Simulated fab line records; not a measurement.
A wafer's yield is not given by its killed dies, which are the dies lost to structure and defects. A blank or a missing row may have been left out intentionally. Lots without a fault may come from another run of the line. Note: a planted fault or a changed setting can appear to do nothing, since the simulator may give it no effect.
Matching of chambers | flow berkeley cmos170 | 4 sister chambers for UCB170_M3_ETCH_17 on rie diel-04
The step etches BARC in N2/H2. 4 wafers are shown with their chamber, then 7 later ones without.

== WAFERS WITH THEIR CHAMBER ==
wafer  | chamber | throttle valve pct (%)
L126.6 | 0       | 13.33
L131.3 | 3       | 13.14
L135.1 | 1       | 13.12
L135.5 | 2       | 13.06

== WAFERS WITHOUT THEIR CHAMBER ==
wafer  | throttle valve pct (%)
L135.6 | 13.13
L140.1 | 13.15
L140.3 | 13.31
L140.6 | 13.13
L142.1 | 13.32
L142.3 | 13.05
L142.4 | 13.13

== WHICH CHAMBER EACH WENT THROUGH ==
wafer  | from the rows above     | in truth
L135.6 | can't be placed: 3 or 1 | 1
L140.1 | can't be placed: 3 or 1 | 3
L140.3 | 0                       | 0
L140.6 | can't be placed: 3 or 1 | 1
L142.1 | 0                       | 0
L142.3 | 2                       | 2
L142.4 | can't be placed: 3 or 1 | 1
Correctly placed: 3 of 7. Not placeable from these rows: 4 (in 4, the candidates include the true chamber). Number placed wrongly: 0.
How it was worked out, from the rows above alone: a wafer's distance from a chamber is the root of the sum, over the readings, of the square of ((its reading less the chamber's mean) divided by the reading's scatter). If the next closest chamber is less than 2 further off than the closest, the wafer can't be placed; otherwise it belongs to the closest. For every chamber, the mean is computed from those of its wafers that are shown. The scatter (one wafer shown for each chamber): square how far every hidden wafer sits from the nearest shown wafer, average those squares and take the square root.
